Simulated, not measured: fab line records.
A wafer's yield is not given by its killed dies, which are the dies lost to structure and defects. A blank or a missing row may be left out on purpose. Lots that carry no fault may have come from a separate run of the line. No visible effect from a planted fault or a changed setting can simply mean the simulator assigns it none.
Comparing a struck lot with a sound one    flow rit cmos    15 out of 202 route steps
Sound: the wafers L438.1, L438.2, L438.4. Wafers struck: L436.3, L436.4, L436.5. The cause is named last.
At each step with rows: each side's tool, then ch and its chambers, then its first start. Under that, the readings that differ: sound wafers    struck wafers    difference of the means    sigmas: that difference in standard deviations of wafers without a fault.
alike: readings with means less than 2 such deviations apart, plus words and numbers identical on both sides. not compared: withheld readings, readings lacking a value on some wafer, bounds such as >300 that could conceal the same value, and numbers that have no deviation in the record and whose values overlap.
A row with sigmas, a row that says differs or no value, or rows on one side alone: a step with any of these is where the two part. Numbers that don't overlap but have no deviation are shown without sigmas and don't part them. A reading that every wafer of one side lacks parts them only if that side has two wafers or more.

RIT_NSD_OVL_MEAS_06:
  sound on overlay-01 at day 5 21:34; struck on overlay-02 at day 5 12:55
  alike: NSD_OVL
then, 2 steps without rows for these wafers: RIT_NSD_HARDBAKE_07 (time 60 s); RIT_NSD_IMPLANT_08.
RIT_NSD_STRIP_09: strips in O2, time 180 s.
  sound on plasma asher-02 ch 0,1, day 5 21:55; struck on plasma asher-02 ch 0,1, day 5 13:18
  alike: drypump motor current A
  not compared: rf hours counter h
RIT_NSD_TW_MEAS_10:
  sound on film metro-04 at day 5 22:05; struck on film metro-02 at day 5 13:26
reading  sound           struck          difference  sigmas
NSD_TW   3130 3113 3117  3050 3026 3056  -76         -3
then, 6 steps without rows for these wafers: RIT_PSD_HMDS_00 (prime time 60 s); RIT_PSD_COAT_01 (resist thk 1000 nm); RIT_PSD_SOFTBAKE_02 (time 60 s); RIT_PSD_EXPOSE_03 (exposes mask M10, target cd 40900 nm); RIT_PSD_PEB_04; RIT_PSD_DEVELOP_05 (develop time 50 s).
RIT_PSD_OVL_MEAS_06:
  sound on overlay-02 at day 5 22:59; struck on overlay-01 at day 5 14:40
  alike: PSD_OVL
RIT_PSD_HARDBAKE_07: time 60 s.
  sound on litho track-02 ch 0, day 5 23:02; struck on litho track-04 ch 0, day 5 14:44
reading                   sound                 struck                difference  sigmas
heater power total W (W)  62.62 62.45 62.59     63.55 63.65 63.66     +1.07       +22
plate temp C (C)          139.89 140.00 139.85  142.05 142.05 141.77  +2.04       +14
following that, these wafers have no rows for 1 step: RIT_PSD_IMPLANT_08.
RIT_M1_PROBE_99:
  sound on prober-02 at day 6 07:28; struck on prober-02 at day 6 00:10
  alike: killed at front end, killed dies, killed open, killed short

WHERE THEY PART
Earliest at RIT_NSD_TW_MEAS_10; latest, in this record, at RIT_PSD_HARDBAKE_07. Later steps at which nothing parts them and some readings are alike: RIT_M1_PROBE_99.

WHY: what had been put in by the simulator
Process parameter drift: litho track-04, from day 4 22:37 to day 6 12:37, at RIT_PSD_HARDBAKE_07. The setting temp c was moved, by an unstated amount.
